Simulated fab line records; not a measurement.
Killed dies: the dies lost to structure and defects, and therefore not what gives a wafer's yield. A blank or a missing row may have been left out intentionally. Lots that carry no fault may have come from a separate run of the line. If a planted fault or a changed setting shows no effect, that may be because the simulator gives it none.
fab line records    flow berkeley-cmos170
record: lots: 7  wafers: 21  last-day: 13
route steps=331 shown SPACER@171 PSD@175 NSD@187 BACKSIDE@199 SDANNEAL@204
lots that met no fault: from a run of the same line without faults
start-h: hours from the record's opening day to when the first of the lot's shown wafers began    wait-h: hours elapsed since this lot's preceding step    " as in the row above    L1.1+2: a single row standing in for several wafers    - either no value or no given start    * or withheld: withheld    < > ~ a bound
route shown NAME@n: names a module that has steps shown in the file, with the first one's number in the route    usual: mean/standard deviation taken from wafers without a fault    same: alike in all rows    chamber/n: place in a boat    sites: per-site readings    _std_site: their standard deviation    _edge_site: outer sites' mean less inner sites'    radius-mm: how far each site lies from the wafer's centre    mask NAME#n: copy n    behind: tool/chamber where the wafer was last shaped    hold: why the lot was held/for how many hours/how that ended    device: the transistor (n, p or np) that didn't switch    end of line: at the end of the route, the tests of the same wafers    a step given without rows: its recipe and nothing more    killed: at the first sort, the dies lost to defects and structure; wafer yield is something else    map: a wafer's dies, x killed, . not, _ none there
set.NAME: the setting the step ran with; set.NAME@STEP: the setting that earlier step ran with    model.NAME: the simulator's own value behind a step, which no gauge read
a table for each step, a row for each wafer; lots at some steps of the route
services: the hour from which a tool's chamber was out of use, counted from the record's first day as start-h (under 0 if before that day), plus the number of hours and why
== steps ==
step: UCB170_SPACER_CVD_00
recipe: material: SiO2  target-thk-nm: 376  temp-c: 390  precursor: TEOS/O2  time-s: 47  rf-w: 550  pressure-mtorr: 9000
step: UCB170_SPACER_THK_MEAS_01
recipe: reads: SiO2_of_SPACER_CVD_00
usual: SPACER_TEOS_THK: 376/4.4
lot.wafer  tool           chamber  start-h  wait-h  SPACER_TEOS_THK[nm]
L702.1     film-metro-03  -        171.93   0.0     376
L702.2     "              -        "        "       373
L702.5     "              -        "        "       381
L703.2     film-metro-02  -        182.59   0.1     369
L703.3     "              -        "        "       378
L703.5     "              -        "        "       380
L704.1     film-metro-02  -        197.79   0.0     372
L704.2     "              -        "        "       375
L704.4     "              -        "        "       379
L713.4     film-metro-03  -        240.59   0.0     381
L713.5     "              -        "        "       377
L713.6     "              -        "        "       380
L714.2     film-metro-03  -        241.20   0.0     375
L714.3     "              -        "        "       373
L714.4     "              -        "        "       380
L715.1     film-metro-02  -        241.44   0.0     368
L715.2     "              -        "        "       367
L715.6     "              -        "        "       373
L716.2     film-metro-02  -        258.53   0.0     370
L716.4     "              -        "        "       381
L716.5     "              -        "        "       380
step: UCB170_SPACER_ANNEAL_02
recipe: temp-c: 900  time-s: 1800  ambient: N2
step: UCB170_SPACER_ETCHBACK_03
recipe: stop-on: Si  target: SiO2  chemistry: CHF3/CF4/Ar  CHF3_flow_sccm: 50  cf4-flow-sccm: 10  Ar_flow_sccm: 120  pressure-mtorr: 200  rf-w: 500  target-depth-a: 3760  time-s: 100
usual: drypump-motor-current-A: 5.56/0.25  mfc-ar-sccm: 120.0/0.36  oes-product-au: 0.900/0.016  throttle-valve-pct: 6.50/0.12
lot.wafer  tool         chamber  start-h  wait-h  drypump-motor-current-A  mfc-ar-sccm  oes-product-au  rf-hours-counter-h  throttle-valve-pct
L702.1     rie-diel-02  3        177.04   0.0     5.78                     119.1        0.891           10                  6.30
L702.2     "            2        "        "       5.05                     119.4        0.902           65                  6.41
L702.5     "            1        "        "       5.64                     120.5        0.924           -                   6.55
L703.2     rie-diel-03  0        190.61   0.0     5.23                     120.7        0.877           106                 6.36
L703.3     "            3        "        "       5.56                     120.4        0.910           104                 6.52
L703.5     "            2        "        "       5.22                     119.9        0.909           -                   6.61
L704.1     rie-diel-04  3        202.47   0.0     5.80                     119.4        0.879           10                  6.52
L704.2     "            2        "        "       5.85                     120.3        0.878           67                  6.56
L704.4     "            0        "        "       5.55                     120.2        0.901           21                  6.48
L713.4     rie-diel-02  1        244.15   0.0     5.62                     120.2        0.916           9                   6.54
L713.5     "            2        "        "       5.06                     120.0        0.911           -                   6.40
L713.6     "            1        "        "       5.62                     119.7        0.918           -                   6.56
L714.2     rie-diel-04  3        244.15   0.0     5.79                     120.9        0.890           12                  6.51
L714.3     "            2        "        "       5.87                     119.8        0.877           69                  6.59
L714.4     "            0        "        "       5.55                     120.1        0.909           22                  6.46
L715.1     rie-diel-04  1        244.22   0.1     5.59                     119.3        0.868           137                 6.64
L715.2     "            0        "        "       5.54                     119.5        0.884           23                  6.48
L715.6     "            0        "        "       5.55                     120.0        0.894           -                   6.49
L716.2     rie-diel-02  3        262.78   0.0     5.74                     120.2        0.880           15                  6.26
L716.4     "            1        "        "       5.60                     120.2        0.917           -                   6.57
L716.5     "            3        "        "       5.75                     120.1        0.902           -                   6.27
step: UCB170_PSD_HMDS_00
recipe: prime-time-s: 60  prime-temp-c: 100
step: UCB170_PSD_COAT_01
recipe: resist: KrF  spin-rpm: 1500  resist-thk-nm: 900
step: UCB170_PSD_SOFTBAKE_02
recipe: resist: KrF  temp-c: 130  time-s: 60
step: UCB170_PSD_EXPOSE_03
recipe: mask-id: PSELECT_MOD  na: 0.5  sigma-outer: 0.6  source-shape: conventional  target-cd-nm: 1200  dose-mj: 30
step: UCB170_PSD_PEB_04
recipe: peb-temp-c: 130  peb-time-s: withheld  resist: KrF
step: UCB170_PSD_DEVELOP_05
recipe: developer: TMAH  develop-time-s: 45  resist: KrF  dev-temp-c: 21
step: UCB170_PSD_CD_MEAS_06
recipe: target-cd-nm: 1200
usual: cd-nm: 1199.5/1.3
lot.wafer  tool       chamber  start-h  wait-h  cd-nm
L702.1     cd-sem-01  -        178.26   -       1199.2
L702.2     "          -        "        "       1199.9
L702.5     "          -        "        "       1199.6
L703.2     cd-sem-01  -        192.07   -       1199.9
L703.3     "          -        "        "       1201.0
L703.5     "          -        "        "       1199.7
L704.1     cd-sem-02  -        203.51   -       1201.9
L704.2     "          -        "        "       1200.1
L704.4     "          -        "        "       1200.9
L713.4     cd-sem-01  -        245.46   -       1200.8
L713.5     "          -        "        "       1201.0
L713.6     "          -        "        "       1199.5
L714.2     cd-sem-01  -        245.69   -       1199.0
L714.3     "          -        "        "       1199.6
L714.4     "          -        "        "       1197.9
L715.1     cd-sem-02  -        246.40   -       1199.3
L715.2     "          -        "        "       1200.1
L715.6     "          -        "        "       1198.5
L716.2     cd-sem-01  -        264.05   -       1197.4
L716.4     "          -        "        "       1197.0
L716.5     "          -        "        "       1197.3
step: UCB170_PSD_OVL_MEAS_07
usual: PSD_OVL: 1/5.2
lot.wafer  tool        chamber  start-h  wait-h  PSD_OVL[nm]
L702.1     overlay-01  -        178.38   0.1     8
L702.2     "           -        "        "       7
L702.5     "           -        "        "       5
L703.2     overlay-02  -        192.18   0.1     1
L703.3     "           -        "        "       -2
L703.5     "           -        "        "       0
L704.1     overlay-01  -        203.63   0.1     2
L704.2     "           -        "        "       0
L704.4     "           -        "        "       1
L713.4     overlay-02  -        245.54   0.1     -1
L713.5     "           -        "        "       2
L713.6     "           -        "        "       -3
L714.2     overlay-02  -        245.80   0.1     2
L714.3     "           -        "        "       -4
L714.4     "           -        "        "       -10
L715.1     overlay-02  -        246.52   0.1     -6
L715.2     "           -        "        "       -2
L715.6     "           -        "        "       -2
L716.2     overlay-02  -        264.15   0.1     -7
L716.4     "           -        "        "       -3
L716.5     "           -        "        "       -3
step: UCB170_PSD_IMPLANT_08
recipe: species: B  dose-cm2: 3e+15  energy-kev: 20  tilt-deg: 7
usual: beam-energy-keV: 20.001/0.0065  beam-on-s: 9.98/0.2  implant-ion-amu: 11/0
lot.wafer  tool          chamber  start-h  wait-h  beam-energy-keV  beam-on-s  implant-ion-amu
L702.1     implanter-04  -        178.41   0.0     -                -          -
L702.2     "             -        "        "       -                -          -
L702.5     "             -        "        "       -                -          -
L703.2     implanter-01  -        192.23   0.0     -                -          -
L703.3     "             -        "        "       -                -          -
L703.5     "             -        "        "       -                -          -
L704.1     implanter-01  -        203.67   0.0     -                -          -
L704.2     "             -        "        "       -                -          -
L704.4     "             -        "        "       -                -          -
L713.4     implanter-04  0        245.63   0.1     19.993           9.83       11
L713.5     "             0        "        "       19.997           9.96       11
L713.6     "             0        "        "       20.000           10.03      11
L714.2     implanter-03  0        245.86   0.0     20.000           9.87       11
L714.3     "             0        "        "       20.003           9.70       11
L714.4     "             0        "        "       20.006           9.74       11
L715.1     implanter-01  0        246.56   0.0     19.989           9.74       11
L715.2     "             0        "        "       19.997           9.52       11
L715.6     "             0        "        "       19.998           10.15      11
L716.2     implanter-01  0        264.21   0.0     20.000           10.04      11
L716.4     "             0        "        "       20.009           9.82       11
L716.5     "             0        "        "       19.999           9.99       11
step: UCB170_PSD_STRIP_09
recipe: chemistry: O2  power-w: 400  pressure-mtorr: 3500  platen-temp-c: withheld  o2-flow-sccm: 400  overash-fraction: 0.5
usual: drypump-motor-current-A: 5.8/0.47  oes-product-au: 0.600/0.0044  strip-time-to-endpoint-s: 29.41/0.084
lot.wafer  tool             chamber  start-h  wait-h  drypump-motor-current-A  oes-product-au  rf-hours-counter-h  strip-time-to-endpoint-s
L702.1     plasma-asher-04  1        178.56   0.1     5.5                      0.738           6                   21.63
L702.2     "                0        "        "       6.6                      0.727           6                   21.74
L702.5     "                0        "        "       6.6                      0.731           -                   21.71
L703.2     plasma-asher-03  1        192.36   0.1     6.0                      0.734           43                  21.56
L703.3     "                1        "        "       6.0                      0.729           -                   21.54
L703.5     "                1        "        "       6.0                      0.734           -                   21.58
L704.1     plasma-asher-02  0        203.82   0.1     5.2                      0.735           45                  21.63
L704.2     "                1        "        "       5.4                      0.735           45                  21.70
L704.4     "                0        "        "       5.2                      0.738           -                   21.65
L713.4     plasma-asher-03  1        245.74   0.1     5.9                      0.604           -                   29.32
L713.5     "                1        "        "       5.9                      0.595           -                   29.40
L713.6     "                0        "        "       6.2                      0.595           -                   29.39
L714.2     plasma-asher-04  1        245.98   0.1     5.6                      0.604           12                  29.57
L714.3     "                1        "        "       5.6                      0.610           -                   29.43
L714.4     "                0        "        "       6.6                      0.603           -                   29.50
L715.1     plasma-asher-03  1        246.71   0.1     6.0                      0.590           48                  29.33
L715.2     "                0        "        "       6.3                      0.598           48                  29.37
L715.6     "                1        "        "       5.9                      0.601           -                   29.34
L716.2     plasma-asher-03  1        264.33   0.1     5.9                      0.594           50                  29.49
L716.4     "                0        "        "       6.3                      0.598           -                   29.57
L716.5     "                1        "        "       5.9                      0.603           -                   29.51
step: UCB170_PSD_TW_MEAS_10
usual: PSD_TW: 2345/20
lot.wafer  tool           chamber  start-h  wait-h  PSD_TW
L702.1     film-metro-03  -        178.66   0.1     30
L702.2     "              -        "        "       30
L702.5     "              -        "        "       30
L703.2     film-metro-01  -        192.47   0.1     30
L703.3     "              -        "        "       30
L703.5     "              -        "        "       30
L704.1     film-metro-04  -        203.92   0.1     31
L704.2     "              -        "        "       31
L704.4     "              -        "        "       30
L713.4     film-metro-01  -        245.84   0.1     2338
L713.5     "              -        "        "       2330
L713.6     "              -        "        "       2336
L714.2     film-metro-04  -        246.09   0.1     2343
L714.3     "              -        "        "       2332
L714.4     "              -        "        "       2337
L715.1     film-metro-04  -        246.81   0.1     2330
L715.2     "              -        "        "       2334
L715.6     "              -        "        "       2350
L716.2     film-metro-03  -        264.44   0.1     2352
L716.4     "              -        "        "       2368
L716.5     "              -        "        "       2370
step: UCB170_PSD_CLEAN_11
recipe: chemistry: SPM  temp-c: 120  time-s: 600
step: UCB170_NSD_HMDS_00
recipe: prime-time-s: 60  prime-temp-c: 100
step: UCB170_NSD_COAT_01
recipe: resist: KrF  spin-rpm: 1500  resist-thk-nm: 900
step: UCB170_NSD_SOFTBAKE_02
recipe: resist: KrF  temp-c: 130  time-s: 60
step: UCB170_NSD_EXPOSE_03
recipe: mask-id: NSELECT_MOD  na: 0.5  sigma-outer: 0.6  source-shape: conventional  target-cd-nm: 1200  dose-mj: 30
step: UCB170_NSD_PEB_04
recipe: peb-temp-c: 130  peb-time-s: withheld  resist: KrF
step: UCB170_NSD_DEVELOP_05
recipe: developer: TMAH  develop-time-s: 45  resist: KrF  dev-temp-c: 21
step: UCB170_NSD_CD_MEAS_06
recipe: target-cd-nm: 1200
usual: cd-nm: 1199.7/1.5
lot.wafer  tool       chamber  start-h  wait-h  cd-nm
L702.1     cd-sem-02  -        181.63   -       1201.2
L702.2     "          -        "        "       1200.1
L702.5     "          -        "        "       1199.9
L703.2     cd-sem-02  -        193.83   -       1201.2
L703.3     "          -        "        "       1200.6
L703.5     "          -        "        "       1201.1
L704.1     cd-sem-01  -        207.03   -       1200.6
L704.2     "          -        "        "       1198.1
L704.4     "          -        "        "       1199.2
L713.4     cd-sem-02  -        247.91   -       1200.3
L713.5     "          -        "        "       1200.5
L713.6     "          -        "        "       1200.7
L714.2     cd-sem-02  -        248.33   -       1199.8
L714.3     "          -        "        "       1199.2
L714.4     "          -        "        "       1199.6
L715.1     cd-sem-01  -        248.70   -       1198.3
L715.2     "          -        "        "       1197.3
L715.6     "          -        "        "       1197.8
L716.2     cd-sem-01  -        266.18   -       1201.2
L716.4     "          -        "        "       1200.4
L716.5     "          -        "        "       1201.1
step: UCB170_NSD_OVL_MEAS_07
usual: NSD_OVL: 1/6.1
lot.wafer  tool        chamber  start-h  wait-h  NSD_OVL[nm]
L702.1     overlay-02  -        181.75   0.1     8
L702.2     "           -        "        "       9
L702.5     "           -        "        "       4
L703.2     overlay-02  -        193.94   0.1     -4
L703.3     "           -        "        "       0
L703.5     "           -        "        "       -9
L704.1     overlay-02  -        207.15   0.1     5
L704.2     "           -        "        "       6
L704.4     "           -        "        "       13
L713.4     overlay-02  -        247.99   0.1     -4
L713.5     "           -        "        "       7
L713.6     "           -        "        "       8
L714.2     overlay-02  -        248.44   0.1     -1
L714.3     "           -        "        "       1
L714.4     "           -        "        "       2
L715.1     overlay-02  -        248.82   0.1     10
L715.2     "           -        "        "       11
L715.6     "           -        "        "       7
L716.2     overlay-01  -        266.28   0.1     -3
L716.4     "           -        "        "       -11
L716.5     "           -        "        "       3
step: UCB170_NSD_IMPLANT_08
recipe: species: P  dose-cm2: 3e+15  energy-kev: 40  tilt-deg: 7
step: UCB170_NSD_STRIP_09
recipe: chemistry: O2  power-w: 400  pressure-mtorr: 3500  platen-temp-c: withheld  o2-flow-sccm: 400  overash-fraction: 0.5
usual: drypump-motor-current-A: 6.0/0.51  oes-product-au: 0.534/0.0047  strip-time-to-endpoint-s: 35.84/0.074
lot.wafer  tool             chamber  start-h  wait-h  drypump-motor-current-A  oes-product-au  rf-hours-counter-h  strip-time-to-endpoint-s
L702.1     plasma-asher-04  1        181.94   0.1     5.5                      0.535           6                   36.01
L702.2     "                0        "        "       6.6                      0.541           6                   35.98
L702.5     "                1        "        "       5.6                      0.530           -                   35.87
L703.2     plasma-asher-04  0        194.12   0.1     6.6                      0.529           7                   35.80
L703.3     "                0        "        "       6.6                      0.532           -                   35.81
L703.5     "                0        "        "       6.6                      0.532           -                   35.85
L704.1     plasma-asher-04  0        207.34   0.1     6.6                      0.531           8                   35.81
L704.2     "                1        "        "       5.5                      0.533           8                   35.91
L704.4     "                0        "        "       6.6                      0.531           -                   35.81
L713.4     plasma-asher-03  0        248.19   0.1     6.2                      0.531           -                   35.91
L713.5     "                1        "        "       6.0                      0.532           -                   35.85
L713.6     "                0        "        "       6.3                      0.534           -                   35.96
L714.2     plasma-asher-04  1        248.62   0.1     5.6                      0.541           13                  35.89
L714.3     "                0        "        "       6.6                      0.539           -                   35.88
L714.4     "                1        "        "       5.6                      0.534           -                   35.89
L715.1     plasma-asher-03  1        249.01   0.1     6.0                      0.532           48                  35.85
L715.2     "                0        "        "       6.2                      0.534           48                  35.92
L715.6     "                1        "        "       6.0                      0.530           -                   35.77
L716.2     plasma-asher-03  0        266.46   0.1     6.2                      0.534           51                  35.75
L716.4     "                1        "        "       5.9                      0.533           -                   35.73
L716.5     "                1        "        "       5.9                      0.531           -                   35.78
step: UCB170_NSD_TW_MEAS_10
usual: NSD_TW: 4219/36
lot.wafer  tool           chamber  start-h  wait-h  NSD_TW
L702.1     film-metro-01  -        182.04   0.1     4204
L702.2     "              -        "        "       4174
L702.5     "              -        "        "       4176
L703.2     film-metro-04  -        194.23   0.1     4227
L703.3     "              -        "        "       4256
L703.5     "              -        "        "       4270
L704.1     film-metro-04  -        207.44   0.1     4261
L704.2     "              -        "        "       4253
L704.4     "              -        "        "       4266
L713.4     film-metro-04  -        248.29   0.1     4218
L713.5     "              -        "        "       4209
L713.6     "              -        "        "       4209
L714.2     film-metro-03  -        248.73   0.1     4262
L714.3     "              -        "        "       4242
L714.4     "              -        "        "       4239
L715.1     film-metro-04  -        249.11   0.1     4233
L715.2     "              -        "        "       4229
L715.6     "              -        "        "       4237
L716.2     film-metro-03  -        266.57   0.1     4215
L716.4     "              -        "        "       4237
L716.5     "              -        "        "       4220
step: UCB170_NSD_CLEAN_11
recipe: chemistry: SPM  temp-c: 120  time-s: 600
step: UCB170_BACKSIDE_HMDS_00
recipe: prime-time-s: 60  prime-temp-c: 100
step: UCB170_BACKSIDE_COAT_01
recipe: resist: KrF  spin-rpm: 1500  resist-thk-nm: 900
step: UCB170_BACKSIDE_SOFTBAKE_02
recipe: resist: KrF  temp-c: 130  time-s: 60
step: UCB170_BACKSIDE_STRIP_03
recipe: chemistry: O2  power-w: 400  pressure-mtorr: 3500  platen-temp-c: withheld  o2-flow-sccm: 400  overash-fraction: 0.5
usual: drypump-motor-current-A: 5.8/0.69  oes-product-au: 0.735/0.004  strip-time-to-endpoint-s: 21.97/0.061
lot.wafer  tool             chamber  start-h  wait-h  drypump-motor-current-A  oes-product-au  rf-hours-counter-h  strip-time-to-endpoint-s
L702.1     plasma-asher-01  1        182.72   0.1     6.6                      0.739           50                  22.04
L702.2     "                0        "        "       5.0                      0.736           50                  21.98
L702.5     "                0        "        "       4.9                      0.737           -                   21.98
L703.2     plasma-asher-01  0        194.97   0.1     4.9                      0.740           50                  21.97
L703.3     "                1        "        "       6.6                      0.739           -                   22.04
L703.5     "                0        "        "       5.0                      0.738           -                   22.06
L704.1     plasma-asher-02  1        208.20   0.1     5.4                      0.741           46                  22.03
L704.2     "                0        "        "       5.2                      0.738           46                  21.95
L704.4     "                1        "        "       5.4                      0.735           -                   21.90
L713.4     plasma-asher-01  0        249.46   0.1     5.0                      0.737           -                   21.85
L713.5     "                0        "        "       4.9                      0.730           -                   21.80
L713.6     "                1        "        "       6.6                      0.729           -                   21.83
L714.2     plasma-asher-04  1        249.76   0.1     5.5                      0.735           13                  21.99
L714.3     "                0        "        "       6.6                      0.735           -                   21.88
L714.4     "                1        "        "       5.5                      0.738           -                   21.92
L715.1     plasma-asher-04  0        250.42   0.1     6.6                      0.741           13                  21.95
L715.2     "                1        "        "       5.5                      0.735           13                  21.92
L715.6     "                0        "        "       6.6                      0.734           -                   21.98
L716.2     plasma-asher-01  0        268.66   0.1     4.9                      0.733           59                  21.95
L716.4     "                0        "        "       4.9                      0.728           -                   21.89
L716.5     "                0        "        "       5.0                      0.726           -                   21.90
step: UCB170_BACKSIDE_CLEAN_04
recipe: chemistry: SPM  temp-c: 120  time-s: 600
step: UCB170_SDANNEAL_RTA_00
recipe: temp-c: 900  time-s: 10  ambient: N2
usual: lamp-power-pct: 24.51/0.07  wafer_temp_C_max: 904.1/0.87
lot.wafer  tool           chamber  start-h  wait-h  lamp-power-pct  wafer_temp_C_max
L702.1     rtp-anneal-02  0        183.00   0.0     24.58           902.6
L702.2     "              0        "        "       24.59           902.6
L702.5     "              0        "        "       24.58           903.5
L703.2     rtp-anneal-02  0        195.25   0.0     24.57           905.1
L703.3     "              0        "        "       24.58           904.2
L703.5     "              0        "        "       24.56           904.9
L704.1     rtp-anneal-01  0        208.81   0.0     24.43           905.0
L704.2     "              0        "        "       24.43           902.9
L704.4     "              0        "        "       24.43           905.1
L713.4     rtp-anneal-01  0        249.73   0.0     24.43           903.1
L713.5     "              0        "        "       24.42           904.2
L713.6     "              0        "        "       24.45           903.5
L714.2     rtp-anneal-02  0        250.06   0.0     24.59           904.3
L714.3     "              0        "        "       24.58           904.5
L714.4     "              0        "        "       24.54           902.6
L715.1     rtp-anneal-02  0        250.70   0.0     24.57           903.5
L715.2     "              0        "        "       24.57           905.5
L715.6     "              0        "        "       24.55           904.4
L716.2     rtp-anneal-02  0        268.97   0.0     24.57           903.3
L716.4     "              0        "        "       24.55           904.6
L716.5     "              0        "        "       24.60           904.1
step: UCB170_SDANNEAL_RTA_01
recipe: temp-c: 1050  time-s: 5  ambient: N2
usual: lamp-power-pct: 37.84/0.11  wafer_temp_C_max: 1054.7/0.97
lot.wafer  tool           chamber  start-h  wait-h  lamp-power-pct  wafer_temp_C_max
L702.1     rtp-anneal-02  0        183.06   0.1     37.89           1054.5
L702.2     "              0        "        "       37.89           1055.1
L702.5     "              0        "        "       37.98           1056.3
L703.2     rtp-anneal-02  0        195.32   0.1     37.99           1054.8
L703.3     "              0        "        "       37.90           1053.5
L703.5     "              0        "        "       37.90           1053.8
L704.1     rtp-anneal-01  0        208.87   0.1     37.74           1055.3
L704.2     "              0        "        "       37.80           1055.9
L704.4     "              0        "        "       37.72           1055.5
L713.4     rtp-anneal-01  0        249.80   0.1     37.80           1054.2
L713.5     "              0        "        "       37.73           1053.7
L713.6     "              0        "        "       37.69           1054.7
L714.2     rtp-anneal-02  0        250.13   0.1     37.93           1053.2
L714.3     "              0        "        "       37.95           1053.8
L714.4     "              0        "        "       37.91           1054.4
L715.1     rtp-anneal-02  0        250.77   0.1     37.98           1054.6
L715.2     "              0        "        "       37.96           1057.1
L715.6     "              0        "        "       37.89           1054.4
L716.2     rtp-anneal-02  0        269.04   0.1     37.92           1054.8
L716.4     "              0        "        "       37.95           1054.1
L716.5     "              0        "        "       37.92           1054.7
step: UCB170_SDANNEAL_RS_MEAS_02
recipe: thk-meas-gauge: four-point-probe
usual: PSD_RS: 75.5/0.39
lot.wafer  tool           chamber  start-h  wait-h  PSD_RS[ohm/sq]
L702.1     film-metro-01  -        183.12   0.0     132.8
L702.2     "              -        "        "       132.9
L702.5     "              -        "        "       133.1
L703.2     film-metro-01  -        195.39   0.1     132.8
L703.3     "              -        "        "       132.7
L703.5     "              -        "        "       132.9
L704.1     film-metro-04  -        208.93   0.0     132.7
L704.2     "              -        "        "       132.8
L704.4     "              -        "        "       132.7
L713.4     film-metro-03  -        249.88   0.1     75.8
L713.5     "              -        "        "       75.5
L713.6     "              -        "        "       75.3
L714.2     film-metro-04  -        250.19   0.1     75.2
L714.3     "              -        "        "       75.6
L714.4     "              -        "        "       75.5
L715.1     film-metro-03  -        250.82   0.0     75.8
L715.2     "              -        "        "       76.0
L715.6     "              -        "        "       76.3
L716.2     film-metro-04  -        269.11   0.1     74.4
L716.4     "              -        "        "       74.8
L716.5     "              -        "        "       74.8
== services ==
tool             chamber  start-h  hours  kind
rie-diel-03      1        153.07   10.0   repair
plasma-asher-04  -        153.72   8.6    repair
rie-diel-02      3        154.08   1.4    repair
rie-diel-04      3        158.59   4.3    repair
implanter-01     -        170.14   2.5    repair
rie-diel-02      2        178.29   4.7    repair
implanter-04     -        197.79   2.3    repair
implanter-03     -        211.48   9.3    pm
rie-diel-02      3        216.03   5.9    repair
plasma-asher-03  -        219.91   0.7    repair
rie-diel-03      -        228.66   0.5    repair
rie-diel-03      -        241.48   15.6   pm
rie-diel-02      -        247.88   0.2    repair
rie-diel-02      2        252.60   14.7   repair
rie-diel-04      1        257.15   -      clean
rie-diel-04      1        257.15   21.5   scheduled-down
rie-diel-04      1        257.15   21.5   vent-cycle
implanter-03     -        258.13   4.0    repair
implanter-04     -        264.00   18.9   pm
implanter-01     -        268.79   25.0   pm
== key ==
first-sign: step: UCB170_PSD_IMPLANT_08  reading: tool-record  direction: missing
effect: step: UCB170_PSD_STRIP_09  reading: strip-time-to-endpoint-s  direction: down  sigmas: 92  usual: *  struck: *
effect: step: UCB170_PSD_TW_MEAS_10  reading: PSD_TW  direction: down  sigmas: 99+  usual: 2345  struck: 30
effect: step: UCB170_SDANNEAL_RS_MEAS_02  reading: PSD_RS  direction: up  sigmas: 99+  usual: 75.5  struck: 132.8
met-at UCB170_PSD_IMPLANT_08
struck-wafers L702.1,L702.2,L702.5,L703.2,L703.3,L703.5,L704.1,L704.2,L704.4
later-rows-left-out L702.1,L702.2,L702.5,L703.2,L703.3,L703.5,L704.1,L704.2,L704.4
sort-left-out L702.1,L702.2,L702.5,L703.2,L703.3,L703.5,L704.1,L704.2,L704.4
tester-left-out L702,L703,L704
fault: kind: skipped-step-whole  tool: implanter-01,implanter-04  chamber: -  onset-h: 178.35  steps: UCB170_PSD_IMPLANT_08  scope: struck-lots-only
tester-left-out: of these lots the tester's yield and bins aren't shown, on N5 and GAA mostly nor the transistor test; their killed dies are dies lost to structure and defects alone, not to doping, threshold or leakage, so they don't give the yield
sort-left-out: the simulated sort isn't trusted on such a fault, so these wafers' sort isn't shown, and their yield isn't known
later-rows-left-out: the simulator's readings of these wafers behind a module that went badly wrong aren't trusted and aren't shown, but for the sort
